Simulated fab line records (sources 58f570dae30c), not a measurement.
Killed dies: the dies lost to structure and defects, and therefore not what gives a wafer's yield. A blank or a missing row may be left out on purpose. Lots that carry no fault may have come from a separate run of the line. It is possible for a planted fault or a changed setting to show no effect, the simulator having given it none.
fab line records	flow berkeley-cmos170	part 1 of 2: steps 1 to 35 of 44
[record] lots = 6	wafers = 18	last-day = 12
route steps=331 shown SDANNEAL@205 PSD@206 NSD@207 PLDD@208 NLDD@209 SILICIDE@210 CONTACT@216 M1@238 M3@331
lots untouched by any fault: they come from a run of this same line in which no faults occurred
start-h: hours from the record's opening day to when the first of the lot's shown wafers began	wait-h: hours from the lot's prior step to this one	" repeats the value in the row above	L1.1+2: several wafers, shown together as one row	- value missing, or start not given	* or withheld: withheld	< > ~ a bound
route shown NAME@n: names a module that has steps shown in the file, with the first one's number in the route	usual: average and standard deviation across the fault-free wafers	same: alike in all rows	chamber/n: place in a boat	sites: per-site readings	_std_site: standard deviation of those values	_edge_site: the outer-site mean with the inner-site mean subtracted	radius-mm: how far each site lies from the wafer's centre	mask NAME#n: copy n	behind: the most recent tool/chamber to have shaped the wafer	hold: the reason the lot was held/the length of the hold in hours/how it ended	device: transistor that didn't switch, given as n, p or np	end of line: the same wafers' tests at the end of the route	a step with no rows: only its recipe	killed: the dies lost at the first sort to structure and to defects; this is not the yield of the wafer	map: a wafer's dies, marking killed ones x, the rest . and places with no die _
set.NAME: the setting that was run; set.NAME@STEP: the one run at that earlier step	model.NAME: the simulator's own value behind a step, which no gauge read
a table for each step, a row for each wafer; lots at some steps of the route
services: from which hour (start-h, from the record's first day; less than 0 if before it) a tool's chamber was out of use, for how many hours, and why
[[steps]]
[step UCB170_SDANNEAL_RTA_01]
[recipe] temp-c = 1050	time-s = 5	ambient = N2
[usual] chamber-o2-ppm = 2.001/0.024	lamp-power-pct = 36.4/1.3	wafer_temp_C_max = 1053.6/1.2
lot.wafer	tool	chamber	start-h	wait-h	chamber-o2-ppm	lamp-power-pct	wafer_temp_C_max
L889.2	rtp-anneal-01	0	174.34	0.1	2.018	37.6	1055.0
L889.3	"	0	"	"	1.973	37.5	1054.2
L889.6	"	0	"	"	1.974	37.6	1054.6
L892.1	rtp-anneal-02	0	188.50	0.1	1.981	34.9	1052.0
L892.3	"	0	"	"	1.970	34.9	1052.5
L892.6	"	0	"	"	1.984	34.9	1052.4
L893.2	rtp-anneal-01	0	195.93	0.1	2.013	37.6	1054.3
L893.4	"	0	"	"	2.045	37.5	1053.9
L893.5	"	0	"	"	2.012	37.6	1053.7
L894.1	rtp-anneal-01	0	197.83	0.1	2.016	37.5	1053.6
L894.2	"	0	"	"	2.017	37.6	1051.9
L894.5	"	0	"	"	2.037	37.6	1054.1
L903.1	rtp-anneal-01	0	254.20	0.1	2.014	37.5	1056.1
L903.3	"	0	"	"	2.014	37.6	1055.0
L903.6	"	0	"	"	1.990	37.5	1055.1
L904.3	rtp-anneal-02	0	254.30	0.1	2.009	34.9	1052.3
L904.5	"	0	"	"	1.992	34.9	1053.0
L904.6	"	0	"	"	1.988	34.9	1052.3
[step UCB170_SDANNEAL_RS_MEAS_02]
[recipe] thk-meas-gauge = four-point-probe
[usual] PSD_RS = 75.58/0.26
lot.wafer	tool	chamber	start-h	wait-h	PSD_RS[ohm/sq]
L889.2	film-metro-02	-	174.41	0.1	76.01
L889.3	"	-	"	"	75.83
L889.6	"	-	"	"	75.85
L892.1	film-metro-04	-	188.62	0.1	75.40
L892.3	"	-	"	"	75.46
L892.6	"	-	"	"	75.16
L893.2	film-metro-04	-	196.00	0.1	76.03
L893.4	"	-	"	"	75.84
L893.5	"	-	"	"	75.89
L894.1	film-metro-04	-	197.89	0.0	75.83
L894.2	"	-	"	"	75.86
L894.5	"	-	"	"	75.75
L903.1	film-metro-02	-	254.45	0.2	75.61
L903.3	"	-	"	"	75.59
L903.6	"	-	"	"	75.51
L904.3	film-metro-01	-	254.66	0.3	75.61
L904.5	"	-	"	"	75.67
L904.6	"	-	"	"	75.67
[step UCB170_SDANNEAL_RS_MEAS_03]
[recipe] thk-meas-gauge = four-point-probe
[usual] NSD_RS = 37.25/0.091
lot.wafer	tool	chamber	start-h	wait-h	NSD_RS[ohm/sq]
L889.2	film-metro-02	-	174.53	0.1	37.29
L889.3	"	-	"	"	37.30
L889.6	"	-	"	"	37.24
L892.1	film-metro-04	-	188.74	0.1	37.14
L892.3	"	-	"	"	37.21
L892.6	"	-	"	"	37.19
L893.2	film-metro-04	-	196.12	0.1	37.34
L893.4	"	-	"	"	37.20
L893.5	"	-	"	"	37.38
L894.1	film-metro-04	-	198.01	0.1	37.24
L894.2	"	-	"	"	37.34
L894.5	"	-	"	"	37.26
L903.1	film-metro-02	-	254.57	0.1	37.26
L903.3	"	-	"	"	37.35
L903.6	"	-	"	"	37.33
L904.3	film-metro-01	-	254.78	0.1	37.14
L904.5	"	-	"	"	37.14
L904.6	"	-	"	"	37.25
[step UCB170_SDANNEAL_RS_MEAS_04]
[recipe] thk-meas-gauge = four-point-probe
[usual] PLDD_RS = 1032/3.1
lot.wafer	tool	chamber	start-h	wait-h	PLDD_RS[ohm/sq]
L889.2	film-metro-02	-	174.65	0.1	1028
L889.3	"	-	"	"	1030
L889.6	"	-	"	"	1028
L892.1	film-metro-04	-	188.86	0.1	1031
L892.3	"	-	"	"	1034
L892.6	"	-	"	"	1033
L893.2	film-metro-04	-	196.24	0.1	1031
L893.4	"	-	"	"	1032
L893.5	"	-	"	"	1032
L894.1	film-metro-04	-	198.13	0.1	1027
L894.2	"	-	"	"	1032
L894.5	"	-	"	"	1031
L903.1	film-metro-02	-	254.69	0.1	1033
L903.3	"	-	"	"	1033
L903.6	"	-	"	"	1032
L904.3	film-metro-01	-	254.90	0.1	1034
L904.5	"	-	"	"	1038
L904.6	"	-	"	"	1034
[step UCB170_SDANNEAL_RS_MEAS_05]
[recipe] thk-meas-gauge = four-point-probe
[usual] NLDD_RS = 616.4/1.2
lot.wafer	tool	chamber	start-h	wait-h	NLDD_RS[ohm/sq]
L889.2	film-metro-02	-	174.77	0.1	616.4
L889.3	"	-	"	"	615.9
L889.6	"	-	"	"	615.1
L892.1	film-metro-04	-	188.98	0.1	617.1
L892.3	"	-	"	"	618.3
L892.6	"	-	"	"	618.6
L893.2	film-metro-04	-	196.36	0.1	615.6
L893.4	"	-	"	"	614.9
L893.5	"	-	"	"	615.6
L894.1	film-metro-04	-	198.25	0.1	615.4
L894.2	"	-	"	"	615.3
L894.5	"	-	"	"	616.5
L903.1	film-metro-02	-	254.81	0.1	617.6
L903.3	"	-	"	"	617.2
L903.6	"	-	"	"	616.9
L904.3	film-metro-01	-	255.02	0.1	615.5
L904.5	"	-	"	"	616.2
L904.6	"	-	"	"	617.7
[step UCB170_SILICIDE_PRE_CLEAN_00]
[recipe] gas = Ar	preclean-etch-time-s = 60
[step UCB170_SILICIDE_SPUTTER_01]
[recipe] material = Ti	target-thk-nm = 30	time-s = 25	power-w = 1500	chamber-pressure-pa = 0.5
[usual] throttle-valve-pct = 30.7/1.2
lot.wafer	tool	chamber	start-h	wait-h	throttle-valve-pct
L889.2	pvd-sputter-03	-	174.94	0.0	31.4
L889.3	"	-	"	"	31.6
L889.6	"	-	"	"	29.3
L892.1	pvd-sputter-01	-	189.17	0.0	29.7
L892.3	"	-	"	"	31.7
L892.6	"	-	"	"	29.3
L893.2	pvd-sputter-04	-	196.52	0.0	29.9
L893.4	"	-	"	"	31.5
L893.5	"	-	"	"	31.8
L894.1	pvd-sputter-03	-	198.44	0.0	32.7
L894.2	"	-	"	"	28.9
L894.5	"	-	"	"	31.5
L903.1	pvd-sputter-03	-	255.00	0.0	31.3
L903.3	"	-	"	"	32.6
L903.6	"	-	"	"	31.3
L904.3	pvd-sputter-01	-	255.16	0.0	32.4
L904.5	"	-	"	"	31.3
L904.6	"	-	"	"	29.7
[step UCB170_SILICIDE_RS_MEAS_02]
[recipe] thk-meas-gauge = four-point-probe	reads = Ti_of_SILICIDE_SPUTTER_01
[usual] SILICIDE_TI_RS = 26.2/0.35
lot.wafer	tool	chamber	start-h	wait-h	SILICIDE_TI_RS[ohm/sq]
L889.2	film-metro-04	-	174.99	0.0	26.2
L889.3	"	-	"	"	25.9
L889.6	"	-	"	"	26.2
L892.1	film-metro-02	-	189.20	0.0	26.1
L892.3	"	-	"	"	26.6
L892.6	"	-	"	"	26.1
L893.2	film-metro-03	-	196.57	0.0	26.5
L893.4	"	-	"	"	26.5
L893.5	"	-	"	"	26.4
L894.1	film-metro-03	-	198.47	0.0	25.8
L894.2	"	-	"	"	26.3
L894.5	"	-	"	"	25.9
L903.1	film-metro-02	-	255.03	0.0	25.9
L903.3	"	-	"	"	25.5
L903.6	"	-	"	"	25.7
L904.3	film-metro-03	-	255.24	0.1	26.7
L904.5	"	-	"	"	26.7
L904.6	"	-	"	"	26.6
[step UCB170_SILICIDE_THK_MEAS_03]
[recipe] thk-meas-gauge = xrf	reads = Ti_of_SILICIDE_SPUTTER_01
[usual] SILICIDE_TI_THK = 30.3/0.41
lot.wafer	tool	chamber	start-h	wait-h	SILICIDE_TI_THK[nm]
L889.2	film-metro-04	-	175.10	0.1	30.4
L889.3	"	-	"	"	30.7
L889.6	"	-	"	"	30.4
L892.1	film-metro-02	-	189.32	0.1	30.5
L892.3	"	-	"	"	30.0
L892.6	"	-	"	"	30.5
L893.2	film-metro-03	-	196.68	0.1	29.9
L893.4	"	-	"	"	30.0
L893.5	"	-	"	"	30.1
L894.1	film-metro-03	-	198.59	0.1	30.6
L894.2	"	-	"	"	30.2
L894.5	"	-	"	"	30.6
L903.1	film-metro-02	-	255.15	0.1	30.8
L903.3	"	-	"	"	31.1
L903.6	"	-	"	"	30.9
L904.3	film-metro-03	-	255.34	0.1	29.7
L904.5	"	-	"	"	29.6
L904.6	"	-	"	"	29.9
[step UCB170_SILICIDE_RTA_04]
[recipe] temp-c = 650	time-s = 15	ambient = N2
[step UCB170_SILICIDE_WET_ETCH_05]
[recipe] chemistry = SPM	time-s = 45	temp-c = 120	target = Ti
[step UCB170_CONTACT_CLEAN_00]
[recipe] chemistry = SPM	temp-c = 120	time-s = 600
[step UCB170_CONTACT_CVD_01]
[recipe] material = PSG	target-thk-nm = 700	temp-c = 450	precursor = SiH4/O2/PH3	time-s = 2820	pressure-mtorr = 300	sih4-flow-sccm = 60	o2-flow-sccm = 90	ph3-flow-sccm = 25
[usual] o2-flow-sccm = 89.99/0.25	ph3-flow-sccm = 25.00/0.074
lot.wafer	tool	chamber	start-h	wait-h	o2-flow-sccm	ph3-flow-sccm	model.PSG_of_CONTACT_CVD_01.thk-nm
L889.2	lpcvd-01	1	176.49	0.8	90.09	25.02	701.5
L889.3	"	1	"	"	89.88	25.00	703.2
L889.6	"	1	"	"	89.99	24.90	699.4
L892.1	lpcvd-02	1	190.83	1.2	89.80	24.92	702.5
L892.3	"	1	"	"	90.06	24.93	701.7
L892.6	"	1	"	"	90.10	25.02	704.3
L893.2	lpcvd-02	0	198.11	0.0	89.80	20.10	672.9
L893.4	"	0	"	"	89.29	20.13	673.2
L893.5	"	0	"	"	89.95	20.16	679.2
L894.1	lpcvd-02	1	199.89	0.8	90.18	19.98	688.8
L894.2	"	1	"	"	90.47	20.03	687.3
L894.5	"	1	"	"	90.44	20.05	684.6
L903.1	lpcvd-01	1	256.69	1.2	90.39	25.02	694.7
L903.3	"	1	"	"	90.08	25.02	696.7
L903.6	"	1	"	"	90.21	25.01	702.7
L904.3	lpcvd-01	1	256.69	1.0	89.93	24.91	712.8
L904.5	"	1	"	"	90.09	25.10	707.9
L904.6	"	1	"	"	90.41	25.06	705
[step UCB170_CONTACT_THK_MEAS_02]
[recipe] reads = PSG_of_CONTACT_CVD_01
[usual] CONTACT_PSG_THK = 701/6.5
lot.wafer	tool	chamber	start-h	wait-h	CONTACT_PSG_THK[nm]
L889.2	film-metro-01	-	179.17	0.0	702
L889.3	"	-	"	"	703
L889.6	"	-	"	"	699
L892.1	film-metro-03	-	192.61	0.0	702
L892.3	"	-	"	"	702
L892.6	"	-	"	"	705
L893.2	film-metro-01	-	199.90	0.0	673
L893.4	"	-	"	"	673
L893.5	"	-	"	"	680
L894.1	film-metro-01	-	201.68	0.0	688
L894.2	"	-	"	"	687
L894.5	"	-	"	"	684
L903.1	film-metro-04	-	258.47	0.0	694
L903.3	"	-	"	"	696
L903.6	"	-	"	"	703
L904.3	film-metro-03	-	258.49	0.0	713
L904.5	"	-	"	"	708
L904.6	"	-	"	"	705
[step UCB170_CONTACT_HMDS_03]
[recipe] prime-time-s = 60	prime-temp-c = 100
[step UCB170_CONTACT_COAT_04]
[recipe] resist = KrF	spin-rpm = 1500	resist-thk-nm = 900
[step UCB170_CONTACT_SOFTBAKE_05]
[recipe] resist = KrF	temp-c = 130	time-s = 60
[step UCB170_CONTACT_STRIP_06]
[recipe] chemistry = O2	power-w = 400	pressure-mtorr = 3500	platen-temp-c = withheld	o2-flow-sccm = 400	overash-fraction = 0.5
[usual] drypump-motor-current-A = 5.7/0.42	o2-flow-sccm = 399.9/1.1	oes-product-au = 0.735/0.0043	strip-time-to-endpoint-s = 21.97/0.064
lot.wafer	tool	chamber	start-h	wait-h	drypump-motor-current-A	o2-flow-sccm	oes-product-au	rf-hours-counter-h	strip-time-to-endpoint-s
L889.2	plasma-asher-03	1	179.67	0.1	5.5	401.2	0.731	40	21.91
L889.3	"	0	"	"	5.6	399.9	0.736	-	21.96
L889.6	"	0	"	"	5.6	400.2	0.736	-	21.87
L892.1	plasma-asher-04	1	194.05	0.1	5.0	402.2	0.732	50	22.02
L892.3	"	0	"	"	5.9	399.7	0.727	-	22.00
L892.6	"	0	"	"	5.9	398.1	0.739	-	21.95
L893.2	plasma-asher-01	0	200.40	0.1	5.9	400.9	0.741	10	22.04
L893.4	"	0	"	"	5.9	400.7	0.734	-	22.06
L893.5	"	0	"	"	5.9	401.0	0.729	-	22.02
L894.1	plasma-asher-03	0	202.19	0.1	5.6	400.6	0.737	42	21.93
L894.2	"	1	"	"	5.5	399.4	0.729	42	21.91
L894.5	"	1	"	"	5.5	398.6	0.739	-	21.96
L903.1	plasma-asher-03	1	258.98	0.1	5.5	400.3	0.731	48	21.93
L903.3	"	0	"	"	5.6	399.3	0.738	-	21.93
L903.6	"	0	"	"	5.6	398.9	0.728	-	21.99
L904.3	plasma-asher-01	0	259.08	0.2	5.9	400.8	0.739	-	22.03
L904.5	"	0	"	"	5.9	401.6	0.737	-	22.03
L904.6	"	1	"	"	6.4	400.4	0.734	-	22.04
[step UCB170_CONTACT_CLEAN_07]
[recipe] chemistry = SPM	temp-c = 120	time-s = 600
[step UCB170_CONTACT_RTA_08]
[recipe] temp-c = 900	time-s = 10	ambient = N2
[step UCB170_CONTACT_COAT_09]
[recipe] resist = BARC	temp-c = withheld	time-s = withheld	spin-rpm = 3000	resist-thk-nm = withheld
[step UCB170_CONTACT_COAT_10]
[recipe] resist = KrF	spin-rpm = 1500	resist-thk-nm = 900
[step UCB170_CONTACT_SOFTBAKE_11]
[recipe] resist = KrF	temp-c = 130	time-s = 60
[step UCB170_CONTACT_EXPOSE_12]
[recipe] mask-id = CONT	target-cd-nm = 700	na = 0.5	sigma-outer = 0.6	source-shape = conventional	dose-mj = 35
[step UCB170_CONTACT_PEB_13]
[recipe] peb-temp-c = 130	peb-time-s = withheld	resist = KrF
[step UCB170_CONTACT_DEVELOP_14]
[recipe] developer = TMAH	develop-time-s = 45	resist = KrF	dev-temp-c = 21
[step UCB170_CONTACT_CD_MEAS_15]
[recipe] target-cd-nm = 700
[usual] cd-nm = 700.1/1.5
lot.wafer	tool	chamber	start-h	wait-h	cd-nm
L889.2	cd-sem-02	-	181.09	-	703.3
L889.3	"	-	"	"	702.6
L889.6	"	-	"	"	702.7
L892.1	cd-sem-02	-	195.70	-	699.0
L892.3	"	-	"	"	698.9
L892.6	"	-	"	"	699.3
L893.2	cd-sem-02	-	201.91	-	700.4
L893.4	"	-	"	"	701.8
L893.5	"	-	"	"	701.1
L894.1	cd-sem-01	-	203.60	-	701.8
L894.2	"	-	"	"	701.4
L894.5	"	-	"	"	702.4
L903.1	cd-sem-01	-	260.50	-	699.5
L903.3	"	-	"	"	698.4
L903.6	"	-	"	"	698.6
L904.3	cd-sem-01	-	260.78	-	696.7
L904.5	"	-	"	"	697.1
L904.6	"	-	"	"	697.3
[step UCB170_CONTACT_OVL_MEAS_16]
[usual] CONTACT_OVL = 3/4.8
lot.wafer	tool	chamber	start-h	wait-h	CONTACT_OVL[nm]
L889.2	overlay-02	-	181.19	0.1	-1
L889.3	"	-	"	"	-3
L889.6	"	-	"	"	6
L892.1	overlay-02	-	195.82	0.1	-1
L892.3	"	-	"	"	-2
L892.6	"	-	"	"	-2
L893.2	overlay-01	-	202.01	0.1	6
L893.4	"	-	"	"	13
L893.5	"	-	"	"	9
L894.1	overlay-01	-	203.72	0.1	7
L894.2	"	-	"	"	6
L894.5	"	-	"	"	3
L903.1	overlay-01	-	260.62	0.1	0
L903.3	"	-	"	"	3
L903.6	"	-	"	"	2
L904.3	overlay-01	-	260.87	0.1	2
L904.5	"	-	"	"	5
L904.6	"	-	"	"	-5
[step UCB170_CONTACT_ETCH_17]
[recipe] chemistry = N2/H2	target-depth-a = withheld	overetch-a = withheld	target = BARC	time-s = withheld	source-w = 500	bias-w = 100	pressure-mtorr = 30	n2-flow-sccm = 100	h2-flow-sccm = 200
[step UCB170_CONTACT_ETCH_18]
[recipe] chemistry = CHF3/CF4/Ar	target = PSG	stop-on = TiSi2	CHF3_flow_sccm = 45	cf4-flow-sccm = 15	Ar_flow_sccm = 150	pressure-mtorr = 200	rf-w = 700	target-depth-a = 8400	over-etch-frac = 0.2	time-s = 195
[usual] drypump-motor-current-A = 5.8/0.37	oes-product-au = 0.895/0.012	throttle-valve-pct = 6.88/0.17
lot.wafer	tool	chamber	start-h	wait-h	drypump-motor-current-A	oes-product-au	rf-hours-counter-h	throttle-valve-pct	model.etch.depth-nm	model.CONTACT.feature-depth-nm
L889.2	rie-diel-02	0	-	-	5.1	0.916	112	7.05	701.5	701.5
L889.3	"	3	"	"	5.9	0.891	82	7.08	703.2	703.2
L889.6	"	2	"	"	6.2	0.909	-	7.09	699.4	699.4
L892.1	rie-diel-04	0	-	-	5.3	0.869	120	6.76	702.5	702.5
L892.3	"	3	"	"	6.3	0.904	57	6.69	701.7	701.7
L892.6	"	2	"	"	5.8	0.878	-	7.14	704.3	704.3
L893.2	rie-diel-01	1	-	-	6.0	0.878	112	6.77	672.9	672.9
L893.4	"	1	"	"	6.0	0.881	-	6.77	673.2	673.2
L893.5	"	2	"	"	6.3	0.897	-	6.69	679.2	679.2
L894.1	rie-diel-04	0	-	-	5.4	0.862	121	6.75	688.8	688.8
L894.2	"	2	"	"	5.8	0.883	113	7.12	687.3	687.3
L894.5	"	1	"	"	5.9	0.878	-	6.68	684.6	684.6
L903.1	rie-diel-01	2	-	-	6.4	0.907	6	6.69	694.7	694.7
L903.3	"	0	"	"	5.3	0.892	42	6.89	696.7	696.7
L903.6	"	2	"	"	6.4	0.908	-	6.70	702.7	702.7
L904.3	rie-diel-04	2	-	-	5.8	0.893	115	7.11	712.8	712.8
L904.5	"	1	"	"	5.9	0.892	-	6.69	707.9	707.9
L904.6	"	3	"	"	6.3	0.914	-	6.70	705	705
[step UCB170_CONTACT_STRIP_19]
[recipe] chemistry = O2	power-w = 400	pressure-mtorr = 3500	platen-temp-c = withheld	o2-flow-sccm = 400	overash-fraction = 0.5
[usual] drypump-motor-current-A = 5.6/0.47	o2-flow-sccm = 400.1/1.3	oes-product-au = 0.725/0.0047
lot.wafer	tool	chamber	start-h	wait-h	drypump-motor-current-A	o2-flow-sccm	oes-product-au	rf-hours-counter-h
L889.2	plasma-asher-04	1	181.39	-	5.0	399.5	0.724	49
L889.3	"	1	"	"	5.0	400.2	0.719	-
L889.6	"	0	"	"	5.9	401.1	0.728	-
L892.1	plasma-asher-03	0	196.02	-	5.6	398.2	0.730	42
L892.3	"	1	"	"	5.5	400.1	0.726	-
L892.6	"	0	"	"	5.6	399.9	0.724	-
L893.2	plasma-asher-01	1	202.21	-	6.5	401.8	0.728	10
L893.4	"	0	"	"	5.9	400.7	0.725	-
L893.5	"	0	"	"	5.9	401.7	0.727	-
L894.1	plasma-asher-04	1	203.93	-	5.0	398.9	0.716	52
L894.2	"	0	"	"	5.9	400.6	0.719	52
L894.5	"	1	"	"	5.0	399.8	0.726	-
L903.1	plasma-asher-04	1	260.82	-	5.0	400.4	0.727	58
L903.3	"	1	"	"	5.0	401.3	0.725	-
L903.6	"	1	"	"	5.0	399.5	0.729	-
L904.3	plasma-asher-04	1	261.10	-	5.0	401.4	0.720	-
L904.5	"	0	"	"	5.9	398.5	0.728	-
L904.6	"	1	"	"	5.0	400.9	0.723	-
[step UCB170_CONTACT_CD_MEAS_90]
[recipe] target-cd-nm = 700
[usual] cd-nm = 700.1/1.5
lot.wafer	tool	chamber	start-h	wait-h	cd-nm
L889.2	cd-sem-01	-	181.51	0.1	702.6
L889.3	"	-	"	"	702.9
L889.6	"	-	"	"	702.8
L892.1	cd-sem-02	-	196.12	0.1	698.3
L892.3	"	-	"	"	699.0
L892.6	"	-	"	"	699.3
L893.2	cd-sem-01	-	202.33	0.1	700.9
L893.4	"	-	"	"	701.7
L893.5	"	-	"	"	700.0
L894.1	cd-sem-01	-	204.03	0.1	701.9
L894.2	"	-	"	"	701.7
L894.5	"	-	"	"	703.5
L903.1	cd-sem-02	-	260.92	0.1	698.7
L903.3	"	-	"	"	697.5
L903.6	"	-	"	"	698.3
L904.3	cd-sem-02	-	261.20	0.1	696.5
L904.5	"	-	"	"	697.5
L904.6	"	-	"	"	698.1
[step UCB170_CONTACT_CLEAN_20]
[recipe] chemistry = SPM	temp-c = 120	time-s = 600
[step UCB170_M1_SPUTTER_00]
[recipe] material = Al	target-thk-nm = 600	time-s = 80	power-w = 6000	chamber-pressure-pa = 0.5
[usual] throttle-valve-pct = 30.8/1.1
lot.wafer	tool	chamber	start-h	wait-h	throttle-valve-pct
L889.2	pvd-sputter-02	-	181.78	0.0	31.7
L889.3	"	-	"	"	30.0
L889.6	"	-	"	"	30.0
L892.1	pvd-sputter-02	-	196.81	0.0	30.2
L892.3	"	-	"	"	30.0
L892.6	"	-	"	"	31.6
L893.2	pvd-sputter-01	-	202.64	0.0	32.2
L893.4	"	-	"	"	29.5
L893.5	"	-	"	"	29.9
L894.1	pvd-sputter-01	-	204.87	0.0	29.9
L894.2	"	-	"	"	31.8
L894.5	"	-	"	"	31.5
L903.1	pvd-sputter-02	-	261.22	0.0	31.5
L903.3	"	-	"	"	30.3
L903.6	"	-	"	"	30.1
L904.3	pvd-sputter-03	-	261.74	0.0	31.7
L904.5	"	-	"	"	31.3
L904.6	"	-	"	"	31.4
[step UCB170_M1_RS_MEAS_01]
[recipe] thk-meas-gauge = four-point-probe	reads = Al_of_M1_SPUTTER_00
[usual] M1_AL_RS = 0.0485/0.00049
lot.wafer	tool	chamber	start-h	wait-h	M1_AL_RS[ohm/sq]
L889.2	film-metro-02	-	181.86	0.1	0.0484
L889.3	"	-	"	"	0.0484
L889.6	"	-	"	"	0.0480
L892.1	film-metro-01	-	196.87	0.0	0.0485
L892.3	"	-	"	"	0.0487
L892.6	"	-	"	"	0.0489
L893.2	film-metro-04	-	202.72	0.1	0.0475
L893.4	"	-	"	"	0.0478
L893.5	"	-	"	"	0.0471
L894.1	film-metro-02	-	204.93	0.0	0.0478
L894.2	"	-	"	"	0.0480
L894.5	"	-	"	"	0.0480
L903.1	film-metro-02	-	261.28	0.0	0.0485
L903.3	"	-	"	"	0.0482
L903.6	"	-	"	"	0.0484
L904.3	film-metro-04	-	261.85	0.1	0.0481
L904.5	"	-	"	"	0.0481
L904.6	"	-	"	"	0.0481
[[key]]
[first-sign] step = UCB170_CONTACT_CVD_01	reading = ph3-flow-sccm	direction = down	sigmas = 67	usual = 25.00	struck = 20.07
[effect] step = UCB170_CONTACT_THK_MEAS_02	reading = CONTACT_PSG_THK	direction = down	sigmas = 3.1	usual = 701	struck = 681
[model-effect] step = UCB170_CONTACT_CVD_01	value = PSG_of_CONTACT_CVD_01.thk-nm	without = 701	struck = 681
[model-effect] step = UCB170_CONTACT_ETCH_18	value = etch.depth-nm	without = 701	struck = 681
[model-effect] step = UCB170_M1_METAL_ETCH_12	value = PSG_of_CONTACT_CVD_01.thk-nm	without = 662.9	struck = 642.9
[model-effect] step = UCB170_M3_PROBE_99	value = etest.field-p-metal.vt-v	without = -59.88	struck = -58.71
met-at UCB170_CONTACT_CVD_01
struck-wafers L893.2,L893.4,L893.5,L894.1,L894.2,L894.5
tester-left-out L893,L894
onset-between 190.83 198.11
[fault] kind = process-parameter-drift	tool = lpcvd-02	chamber = -	onset-h = 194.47	steps = UCB170_CONTACT_CVD_01	channel = ph3-flow-sccm	offset = -5	shape = step	end-h = 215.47	stated = 25
// tester-left-out: of these lots the tester's yield and bins aren't shown, on N5 and GAA mostly nor the transistor test; their killed dies are dies lost to structure and defects alone, not to doping, threshold or leakage, so they don't give the yield
